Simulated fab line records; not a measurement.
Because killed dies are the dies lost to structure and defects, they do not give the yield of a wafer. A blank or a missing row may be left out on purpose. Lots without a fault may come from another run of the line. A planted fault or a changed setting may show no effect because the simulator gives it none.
fab line records -- flow rit-cmos
record: lots: 14, wafers: 42, last-day: 7
route steps=202 shown ACTIVE@2 GATE@83 CONTACT@180 M1@201
lots that met no fault: taken from a fault-free run of the same line
start-h: start of the lot's first displayed wafer, in hours after the record's first day -- wait-h: how many hours have passed since the lot's step before this one -- " identical to the entry in the row above -- L1.1+2: several wafers, shown together as one row -- - value missing, or start not given -- * or withheld: withheld -- < > ~ a bound
route shown NAME@n: NAME is a module with steps in the file, n the number in the route of the first one -- usual: the fault-free wafers' mean and standard deviation -- same: alike in all rows -- chamber/n: place in a boat -- sites: each site's reading -- _std_site: the values' standard deviation -- _edge_site: the outer-site mean with the inner-site mean subtracted -- radius-mm: for every site, how far away it sits from the centre of the wafer -- mask NAME#n: copy n -- behind: tool/chamber where the wafer was last shaped -- hold: what put the lot on hold/how long, in hours/how the hold closed -- device: which transistor (n, p or np) failed to switch -- end of line: the route-end tests of the same wafers -- where a step has no rows: the recipe by itself -- killed: count of dies lost to structure and defects at first sort (not the wafer's yield) -- map: per-die view of a wafer (x killed, . not killed, _ where there is no die)
set.NAME: the setting the step ran with; set.NAME@STEP: the setting that earlier step ran with -- model.NAME: the simulator's own value behind a step, which no gauge read
a sample of lots followed through the steps of the route, with each step as a table and each wafer as a row
services: the hour from which a tool's chamber was out of use, counted from the record's first day as start-h (under 0 if before that day), plus the number of hours and why
== steps ==
step: RIT_ACTIVE_OXIDATION_01
recipe: temp-c: 994, ambient: O2, target-thk-a: 468, ox-time-s: 3360
usual: ox-temp-c-max: 998.5/1.4
lot.wafer,tool,chamber,start-h,wait-h,ox-temp-c-max
L235.2,furnace-01,0,11.34,1.3,997.3
L235.4,furnace-01,0,11.34,1.3,996.8
L235.5,furnace-01,0,11.34,1.3,995.8
L236.2,furnace-04,0,15.12,0.1,999.3
L236.5,furnace-04,0,15.12,0.1,999.1
L236.6,furnace-04,0,15.12,0.1,998.7
L237.2,furnace-03,0,20.12,0.1,1001.1
L237.5,furnace-03,0,20.12,0.1,998.9
L237.6,furnace-03,0,20.12,0.1,998.4
L238.2,furnace-03,0,25.12,0.1,1001.8
L238.5,furnace-03,0,25.12,0.1,1002.1
L238.6,furnace-03,0,25.12,0.1,998.1
L242.1,furnace-01,0,45.53,0.5,996.6
L242.4,furnace-01,0,45.53,0.5,996.2
L242.6,furnace-01,0,45.53,0.5,997.5
L244.2,furnace-01,0,56.68,1.6,998.9
L244.5,furnace-01,0,56.68,1.6,996.5
L244.6,furnace-01,0,56.68,1.6,997.5
L247.3,furnace-04,0,70.33,0.3,997.7
L247.4,furnace-04,0,70.33,0.3,1000.2
L247.6,furnace-04,0,70.33,0.3,997.7
L249.3,furnace-04,0,80.12,0.1,1000.5
L249.4,furnace-04,0,80.12,0.1,999.8
L249.5,furnace-04,0,80.12,0.1,998.6
L250.3,furnace-03,0,87.50,2.4,1000.2
L250.4,furnace-03,0,87.50,2.4,998.4
L250.6,furnace-03,0,87.50,2.4,999.9
L251.1,furnace-04,0,90.24,0.2,998.4
L251.4,furnace-04,0,90.24,0.2,999.4
L251.5,furnace-04,0,90.24,0.2,999.3
L252.1,furnace-04,0,96.02,1.0,998.6
L252.5,furnace-04,0,96.02,1.0,998.4
L252.6,furnace-04,0,96.02,1.0,999.1
L254.1,furnace-04,0,105.12,0.1,998.1
L254.2,furnace-04,0,105.12,0.1,999.9
L254.5,furnace-04,0,105.12,0.1,998.2
L256.3,furnace-04,0,116.09,1.0,998.3
L256.4,furnace-04,0,116.09,1.0,998.1
L256.5,furnace-04,0,116.09,1.0,1003.2
L257.2,furnace-03,0,121.02,1.0,998.2
L257.3,furnace-03,0,121.02,1.0,1001.1
L257.5,furnace-03,0,121.02,1.0,998.6
step: RIT_GATE_THK_MEAS_07
recipe: reads: SiO2_of_GATE_OXIDATION_05
usual: GATE_OXIDE_THK: 2.99/0.059
lot.wafer,tool,chamber,start-h,wait-h,GATE_OXIDE_THK[nm]
L235.2,film-metro-03,-,34.68,0.0,2.96
L235.4,film-metro-03,-,34.68,0.0,2.93
L235.5,film-metro-03,-,34.68,0.0,2.97
L236.2,film-metro-04,-,42.83,0.0,3.00
L236.5,film-metro-04,-,42.83,0.0,2.98
L236.6,film-metro-04,-,42.83,0.0,3.00
L237.2,film-metro-03,-,46.46,0.0,2.91
L237.5,film-metro-03,-,46.46,0.0,2.96
L237.6,film-metro-03,-,46.46,0.0,2.94
L238.2,film-metro-03,-,55.62,0.0,2.99
L238.5,film-metro-03,-,55.62,0.0,2.97
L238.6,film-metro-03,-,55.62,0.0,2.94
L242.1,film-metro-01,-,77.45,0.0,2.91
L242.4,film-metro-01,-,77.45,0.0,2.94
L242.6,film-metro-01,-,77.45,0.0,2.92
L244.2,film-metro-04,-,80.10,0.0,2.90
L244.5,film-metro-04,-,80.10,0.0,2.95
L244.6,film-metro-04,-,80.10,0.0,2.99
L247.3,film-metro-03,-,99.97,0.0,3.02
L247.4,film-metro-03,-,99.97,0.0,2.95
L247.6,film-metro-03,-,99.97,0.0,2.93
L249.3,film-metro-03,-,109.71,0.0,3.08
L249.4,film-metro-03,-,109.71,0.0,2.96
L249.5,film-metro-03,-,109.71,0.0,3.08
L250.3,film-metro-03,-,112.78,0.0,2.98
L250.4,film-metro-03,-,112.78,0.0,2.99
L250.6,film-metro-03,-,112.78,0.0,3.00
L251.1,film-metro-04,-,121.02,0.0,3.05
L251.4,film-metro-04,-,121.02,0.0,3.02
L251.5,film-metro-04,-,121.02,0.0,3.01
L252.1,film-metro-03,-,122.63,0.0,2.97
L252.5,film-metro-03,-,122.63,0.0,2.97
L252.6,film-metro-03,-,122.63,0.0,2.97
L254.1,film-metro-04,-,135.29,0.0,3.04
L254.2,film-metro-04,-,135.29,0.0,2.92
L254.5,film-metro-04,-,135.29,0.0,2.95
L256.3,film-metro-04,-,140.92,0.0,3.02
L256.4,film-metro-04,-,140.92,0.0,3.03
L256.5,film-metro-04,-,140.92,0.0,3.05
L257.2,film-metro-04,-,145.05,0.0,3.15
L257.3,film-metro-04,-,145.05,0.0,3.18
L257.5,film-metro-04,-,145.05,0.0,3.18
step: RIT_CONTACT_STRIP_12
recipe: chemistry: O2, time-s: 180, resist: NOVOLAK, platen-temp-c: withheld, power-w: 500, pressure-mtorr: 4000, o2-flow-sccm: 4000
usual: drypump-motor-current-A: 5.6/0.55, o2-flow-sccm: 4001/11
lot.wafer,tool,chamber,start-h,wait-h,drypump-motor-current-A,o2-flow-sccm,rf-hours-counter-h
L235.2,plasma-asher-03,1,52.70,0.1,5.5,4014,40
L235.4,plasma-asher-03,1,52.70,0.1,5.5,3989,-
L235.5,plasma-asher-03,1,52.70,0.1,5.5,4004,-
L236.2,plasma-asher-03,1,61.20,0.1,5.5,4014,41
L236.5,plasma-asher-03,0,61.20,0.1,5.3,3997,-
L236.6,plasma-asher-03,1,61.20,0.1,5.5,3995,-
L237.2,plasma-asher-04,1,68.42,0.1,6.6,3993,41
L237.5,plasma-asher-04,1,68.42,0.1,6.7,4008,-
L237.6,plasma-asher-04,0,68.42,0.1,5.4,4004,-
L238.2,plasma-asher-03,0,74.45,0.1,5.3,3998,42
L238.5,plasma-asher-03,0,74.45,0.1,5.3,4001,-
L238.6,plasma-asher-03,1,74.45,0.1,5.5,4003,-
L242.1,plasma-asher-03,1,95.83,0.1,5.5,4014,45
L242.4,plasma-asher-03,0,95.83,0.1,5.3,4002,-
L242.6,plasma-asher-03,0,95.83,0.1,5.3,4000,-
L244.2,plasma-asher-03,0,99.81,0.1,5.3,4010,45
L244.5,plasma-asher-03,1,99.81,0.1,5.5,3999,-
L244.6,plasma-asher-03,0,99.81,0.1,5.3,3995,-
L247.3,plasma-asher-04,1,118.13,0.2,6.7,3988,-
L247.4,plasma-asher-04,0,118.13,0.2,5.4,3989,-
L247.6,plasma-asher-04,0,118.13,0.2,5.4,4017,-
L249.3,plasma-asher-04,1,128.32,0.2,6.6,3996,-
L249.4,plasma-asher-04,0,128.32,0.2,5.4,3991,-
L249.5,plasma-asher-04,1,128.32,0.2,6.7,3997,-
L250.3,plasma-asher-04,0,133.60,0.2,5.4,3985,-
L250.4,plasma-asher-04,1,133.60,0.2,6.6,3999,-
L250.6,plasma-asher-04,0,133.60,0.2,5.4,3994,-
L251.1,plasma-asher-03,1,139.77,0.1,5.5,4014,2
L251.4,plasma-asher-03,0,139.77,0.1,5.3,4000,-
L251.5,plasma-asher-03,0,139.77,0.1,5.3,4000,-
L252.1,plasma-asher-04,0,141.68,0.1,5.4,4000,49
L252.5,plasma-asher-04,1,141.68,0.1,6.6,3996,-
L252.6,plasma-asher-04,0,141.68,0.1,5.4,4014,-
L254.1,plasma-asher-01,1,153.62,0.2,6.4,4002,38
L254.2,plasma-asher-01,0,153.62,0.2,4.9,3998,38
L254.5,plasma-asher-01,1,153.62,0.2,6.4,4013,-
L256.3,plasma-asher-03,0,159.08,0.2,5.3,4005,-
L256.4,plasma-asher-03,1,159.08,0.2,5.5,4007,-
L256.5,plasma-asher-03,0,159.08,0.2,5.3,3994,-
L257.2,plasma-asher-03,1,164.54,0.1,5.5,3995,5
L257.3,plasma-asher-03,1,164.54,0.1,5.5,4004,-
L257.5,plasma-asher-03,0,164.54,0.1,5.3,3998,-
step: RIT_M1_BOW_MEAS_16
recipe: mode: bow
usual: M1_BOW: 17/6.3
lot.wafer,tool,chamber,start-h,wait-h,M1_BOW[um]
L235.2,film-metro-04,-,57.56,0.0,7
L235.4,film-metro-04,-,57.56,0.0,18
L235.5,film-metro-04,-,57.56,0.0,11
L236.2,film-metro-02,-,65.77,0.0,27
L236.5,film-metro-02,-,65.77,0.0,19
L236.6,film-metro-02,-,65.77,0.0,14
L237.2,film-metro-04,-,73.12,0.0,11
L237.5,film-metro-04,-,73.12,0.0,22
L237.6,film-metro-04,-,73.12,0.0,18
L238.2,film-metro-01,-,79.15,0.0,20
L238.5,film-metro-01,-,79.15,0.0,10
L238.6,film-metro-01,-,79.15,0.0,19
L242.1,film-metro-04,-,100.46,0.0,28
L242.4,film-metro-04,-,100.46,0.0,18
L242.6,film-metro-04,-,100.46,0.0,0
L244.2,film-metro-01,-,105.36,0.0,15
L244.5,film-metro-01,-,105.36,0.0,17
L244.6,film-metro-01,-,105.36,0.0,15
L247.3,film-metro-02,-,122.65,0.0,17
L247.4,film-metro-02,-,122.65,0.0,9
L247.6,film-metro-02,-,122.65,0.0,17
L249.3,film-metro-04,-,132.84,0.0,17
L249.4,film-metro-04,-,132.84,0.0,15
L249.5,film-metro-04,-,132.84,0.0,21
L250.3,film-metro-02,-,138.12,0.0,12
L250.4,film-metro-02,-,138.12,0.0,19
L250.6,film-metro-02,-,138.12,0.0,27
L251.1,film-metro-02,-,144.31,0.0,12
L251.4,film-metro-02,-,144.31,0.0,22
L251.5,film-metro-02,-,144.31,0.0,20
L252.1,film-metro-02,-,146.21,0.0,13
L252.5,film-metro-02,-,146.21,0.0,16
L252.6,film-metro-02,-,146.21,0.0,19
L254.1,film-metro-01,-,158.23,0.0,15
L254.2,film-metro-01,-,158.23,0.0,21
L254.5,film-metro-01,-,158.23,0.0,14
L256.3,film-metro-01,-,163.76,0.0,16
L256.4,film-metro-01,-,163.76,0.0,16
L256.5,film-metro-01,-,163.76,0.0,15
L257.2,film-metro-02,-,169.12,0.0,5
L257.3,film-metro-02,-,169.12,0.0,20
L257.5,film-metro-02,-,169.12,0.0,23
step: RIT_M1_PROBE_99
usual: killed-at-contacts: 0.1/0.25, killed-at-front-end: 6/3.1, killed-dies: 6/3.1, killed-on-rim: 1.6/1.4, killed-open: 2.9/2, killed-short: 3.3/2
same: gross-dies: 264, killed_at_M0_to_M3: 0, killed_at_M4_up: 0, killed-at-back-side: 0, killed-at-other: 0
lot.wafer,tool,chamber,start-h,wait-h,hold,killed-at-contacts,killed-at-front-end,killed-dies,killed-on-rim,killed-open,killed-short
L235.2,prober-02,-,57.71,0.1,-,0,9,9,3,6,3
L235.4,prober-02,-,57.81,0.2,-,0,3,3,0,2,1
L235.5,prober-02,-,57.86,0.2,-,0,4,4,2,2,2
L236.2,prober-01,-,65.92,0.1,-,0,4,4,1,0,4
L236.5,prober-01,-,66.07,0.2,-,0,6,6,4,4,2
L236.6,prober-01,-,66.12,0.2,-,0,2,2,0,2,0
L237.2,prober-02,-,73.27,0.1,-,0,13,13,2,3,10
L237.5,prober-02,-,73.42,0.2,-,0,8,8,3,3,5
L237.6,prober-02,-,73.47,0.2,-,0,7,7,1,5,2
L238.2,prober-01,-,79.30,0.1,-,0,5,5,2,2,3
L238.5,prober-01,-,79.45,0.2,-,0,8,8,0,4,4
L238.6,prober-01,-,79.50,0.2,-,0,6,6,1,2,4
L242.1,prober-01,-,100.58,0.1,await-dispo/3.0h/release,0,92,92,22,5,3
L242.4,prober-01,-,100.73,0.2,await-dispo/3.0h/release,1,83,84,26,6,3
L242.6,prober-01,-,100.83,0.2,await-dispo/3.0h/release,0,102,102,24,3,6
L244.2,prober-01,-,105.51,0.1,await-dispo/3.4h/release,0,91,91,26,2,0
L244.5,prober-01,-,105.66,0.2,await-dispo/3.4h/release,0,93,93,30,0,0
L244.6,prober-01,-,105.71,0.2,await-dispo/3.4h/release,0,96,96,26,10,6
L247.3,prober-02,-,122.83,0.2,-,0,5,5,1,3,2
L247.4,prober-02,-,122.88,0.2,-,0,9,9,5,2,7
L247.6,prober-02,-,122.98,0.2,-,0,11,11,3,7,4
L249.3,prober-02,-,133.02,0.2,-,0,4,4,1,2,2
L249.4,prober-02,-,133.07,0.2,-,0,13,13,6,4,9
L249.5,prober-02,-,133.12,0.2,-,0,10,10,6,6,4
L250.3,prober-01,-,138.30,0.2,-,0,3,3,0,3,0
L250.4,prober-01,-,138.35,0.2,-,0,11,11,2,6,5
L250.6,prober-01,-,138.45,0.2,-,1,2,3,0,1,2
L251.1,prober-02,-,144.43,0.1,-,0,6,6,0,3,3
L251.4,prober-02,-,144.58,0.2,-,0,6,6,4,1,5
L251.5,prober-02,-,144.63,0.2,-,0,6,6,2,3,3
L252.1,prober-01,-,146.33,0.1,-,1,11,12,1,5,7
L252.5,prober-01,-,146.53,0.2,-,1,2,3,2,1,2
L252.6,prober-01,-,146.58,0.2,-,0,4,4,0,3,1
L254.1,prober-01,-,158.35,0.1,-,0,5,5,0,0,5
L254.2,prober-01,-,158.40,0.1,-,0,7,7,3,4,3
L254.5,prober-01,-,158.55,0.2,-,0,8,8,1,3,5
L256.3,prober-01,-,163.94,0.2,-,0,11,11,3,6,5
L256.4,prober-01,-,163.99,0.2,-,0,8,8,2,2,6
L256.5,prober-01,-,164.04,0.2,-,0,9,9,3,5,4
L257.2,prober-02,-,169.27,0.1,-,0,4,4,2,2,2
L257.3,prober-02,-,169.32,0.2,-,0,7,7,2,4,3
L257.5,prober-02,-,169.42,0.2,-,0,3,3,1,3,0
killed by level:class
L235.2 GATE:geometric-particle:open=4 GATE:geometric-particle:short=2 FOX1:geometric-particle:open=1 REOX:geometric-particle:short=1 SILICIDE:geometric-particle:open=1
L235.4 REOX:geometric-particle:short=1 REOX:geometric-particle:open=1 SILICIDE:geometric-particle:open=1
L235.5 GATE:geometric-particle:short=2 GATE:geometric-particle:open=1 SILICIDE:geometric-particle:open=1
L236.2 GATE:geometric-particle:short=2 FOX2:geometric-particle:short=1 SPACER:geometric-particle:short=1
L236.5 GATE:geometric-particle:open=2 GATE:geometric-particle:short=1 REOX:geometric-particle:short=1 SPACER:geometric-particle:open=1 SILICIDE:geometric-particle:open=1
L236.6 REOX:geometric-particle:open=1 SPACER:geometric-particle:open=1
L237.2 GATE:geometric-particle:short=4 SILICIDE:geometric-particle:short=3 FOX2:geometric-particle:short=2 GATE:geometric-particle:open=2 REOX:geometric-particle:short=1 SPACER:geometric-particle:open=1
L237.5 FOX2:geometric-particle:short=3 FOX2:geometric-particle:open=2 GATE:geometric-particle:short=1 GATE:geometric-particle:open=1 SPACER:geometric-particle:short=1
L237.6 GATE:geometric-particle:open=3 FOX2:geometric-particle:open=2 SPACER:geometric-particle:short=1 SILICIDE:geometric-particle:short=1
L238.2 ACTIVE:geometric-particle:short=1 GATE:geometric-particle:short=1 GATE:geometric-particle:open=1 SPACER:geometric-particle:open=1 SILICIDE:geometric-particle:short=1
L238.5 GATE:geometric-particle:short=3 SPACER:geometric-particle:open=2 SILICIDE:geometric-particle:open=2 SILICIDE:geometric-particle:short=1
L238.6 GATE:geometric-particle:short=2 FOX1:geometric-particle:short=1 GATE:geometric-particle:open=1 SPACER:geometric-particle:short=1 SILICIDE:geometric-particle:open=1
L242.1 ACTIVE:unspecified=84 REOX:geometric-particle:open=3 FOX1:geometric-particle:open=1 FOX1:geometric-particle:short=1 GATE:geometric-particle:short=1 SPACER:geometric-particle:short=1 SPACER:geometric-particle:open=1
L242.4 ACTIVE:unspecified=75 FOX1:geometric-particle:open=2 FOX1:geometric-particle:short=2 GATE:geometric-particle:open=2 SPACER:geometric-particle:short=1 SILICIDE:geometric-particle:open=1 CONTACT:geometric-particle:open=1
L242.6 ACTIVE:unspecified=93 GATE:geometric-particle:open=3 GATE:geometric-particle:short=2 REOX:geometric-particle:short=2 FOX1:geometric-particle:short=1 SPACER:geometric-particle:short=1
L244.2 ACTIVE:unspecified=89 GATE:geometric-particle:open=1 SPACER:geometric-particle:open=1
L244.5 ACTIVE:unspecified=93
L244.6 ACTIVE:unspecified=80 REOX:geometric-particle:short=3 REOX:geometric-particle:open=3 SPACER:geometric-particle:open=3 FOX2:geometric-particle:open=2 SPACER:geometric-particle:short=2 FOX1:geometric-particle:open=1 GATE:geometric-particle:open=1
L247.3 SILICIDE:geometric-particle:short=2 FOX2:geometric-particle:open=1 GATE:geometric-particle:open=1 SILICIDE:geometric-particle:open=1
L247.4 GATE:geometric-particle:short=7 GATE:geometric-particle:open=2
L247.6 FOX2:geometric-particle:short=3 REOX:geometric-particle:open=2 SILICIDE:geometric-particle:open=2 FOX1:geometric-particle:open=1 FOX2:geometric-particle:open=1 SPACER:geometric-particle:open=1 SILICIDE:geometric-particle:short=1
L249.3 FOX1:geometric-particle:open=1 GATE:geometric-particle:short=1 SPACER:geometric-particle:open=1 SPACER:geometric-particle:short=1
L249.4 SPACER:geometric-particle:short=4 SILICIDE:geometric-particle:short=2 FOX1:geometric-particle:short=1 FOX1:geometric-particle:open=1 FOX2:geometric-particle:short=1 FOX2:geometric-particle:open=1 GATE:geometric-particle:open=1 REOX:geometric-particle:short=1
L249.5 GATE:geometric-particle:short=2 GATE:geometric-particle:open=2 REOX:geometric-particle:open=2 FOX1:geometric-particle:short=1 REOX:geometric-particle:short=1 SPACER:geometric-particle:open=1 SILICIDE:geometric-particle:open=1
L250.3 FOX1:geometric-particle:open=1 GATE:geometric-particle:open=1 SILICIDE:geometric-particle:open=1
L250.4 GATE:geometric-particle:open=4 FOX1:geometric-particle:short=2 GATE:geometric-particle:short=2 FOX2:geometric-particle:open=1 SILICIDE:geometric-particle:short=1 SILICIDE:geometric-particle:open=1
L250.6 REOX:geometric-particle:open=1 REOX:geometric-particle:short=1 CONTACT:geometric-particle:short=1
L251.1 FOX1:geometric-particle:open=1 FOX2:geometric-particle:open=1 FOX2:geometric-particle:short=1 GATE:geometric-particle:short=1 REOX:geometric-particle:short=1 SILICIDE:geometric-particle:open=1
L251.4 GATE:geometric-particle:short=4 GATE:geometric-particle:open=1 SPACER:geometric-particle:short=1
L251.5 GATE:geometric-particle:open=2 SPACER:geometric-particle:short=2 GATE:geometric-particle:short=1 SPACER:geometric-particle:open=1
L252.1 SPACER:geometric-particle:short=4 SPACER:geometric-particle:open=4 GATE:geometric-particle:short=2 FOX2:geometric-particle:short=1 CONTACT:geometric-particle:open=1
L252.5 REOX:geometric-particle:short=1 SPACER:geometric-particle:open=1 CONTACT:geometric-particle:short=1
L252.6 FOX1:geometric-particle:open=1 GATE:geometric-particle:open=1 SPACER:geometric-particle:open=1 SILICIDE:geometric-particle:short=1
L254.1 GATE:geometric-particle:short=2 REOX:geometric-particle:short=2 FOX2:geometric-particle:short=1
L254.2 FOX1:geometric-particle:open=1 GATE:geometric-particle:short=1 GATE:geometric-particle:open=1 REOX:geometric-particle:open=1 SPACER:geometric-particle:short=1 SILICIDE:geometric-particle:short=1 SILICIDE:geometric-particle:open=1
L254.5 FOX1:geometric-particle:short=2 FOX2:geometric-particle:short=1 GATE:geometric-particle:open=1 GATE:geometric-particle:short=1 REOX:geometric-particle:short=1 SPACER:geometric-particle:open=1 SILICIDE:geometric-particle:open=1
L256.3 FOX2:geometric-particle:short=2 FOX2:geometric-particle:open=2 GATE:geometric-particle:open=2 SILICIDE:geometric-particle:short=2 FOX1:geometric-particle:open=1 GATE:geometric-particle:short=1 REOX:geometric-particle:open=1
L256.4 FOX1:geometric-particle:short=3 GATE:geometric-particle:short=1 REOX:geometric-particle:open=1 REOX:geometric-particle:short=1 SILICIDE:geometric-particle:short=1 SILICIDE:geometric-particle:open=1
L256.5 REOX:geometric-particle:open=3 GATE:geometric-particle:short=2 REOX:geometric-particle:short=2 FOX1:geometric-particle:open=1 GATE:geometric-particle:open=1
L257.2 GATE:geometric-particle:short=2 GATE:geometric-particle:open=1 SPACER:geometric-particle:open=1
L257.3 GATE:geometric-particle:open=2 SPACER:geometric-particle:open=2 SPACER:geometric-particle:short=2 FOX1:geometric-particle:short=1
L257.5 GATE:geometric-particle:open=2 FOX1:geometric-particle:open=1
== services ==
tool,chamber,start-h,hours,kind
furnace-04,-,-3.50,2.7,pm
plasma-asher-04,-,21.83,2.8,pm
furnace-04,-,50.20,4.2,pm
plasma-asher-03,-,88.64,1.2,repair
plasma-asher-03,-,108.75,9.0,pm
plasma-asher-03,0,108.75,9.0,vent-cycle
plasma-asher-03,1,108.75,9.0,vent-cycle
plasma-asher-03,0,117.75,-,clean
plasma-asher-03,1,117.75,-,clean
furnace-01,-,161.21,2.8,repair
furnace-03,-,162.32,2.8,pm
== key ==
first-sign: step: RIT_M1_PROBE_99, reading: killed-dies, direction: up, sigmas: 28, usual: 6, struck: 93
effect: step: RIT_M1_PROBE_99, reading: killed-at-front-end, direction: up, sigmas: 28, usual: 6, struck: 93
met-at RIT_ACTIVE_OXIDATION_01
struck-lots L242,L244
tester-left-out L242,L244
not-acting-at RIT_GATE_THK_MEAS_07,RIT_CONTACT_STRIP_12,RIT_M1_BOW_MEAS_16
onset-between 11.34 45.53
fault: kind: chamber-particle-source, tool: furnace-01, chamber: -, onset-h: 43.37, steps: RIT_ACTIVE_OXIDATION_01, rate-per-visit-cm2: 0.73584, end-h: 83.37
tester-left-out: of these lots the tester's yield and bins aren't shown, on N5 and GAA mostly nor the transistor test; their killed dies are dies lost to structure and defects alone, not to doping, threshold or leakage, so they don't give the yield
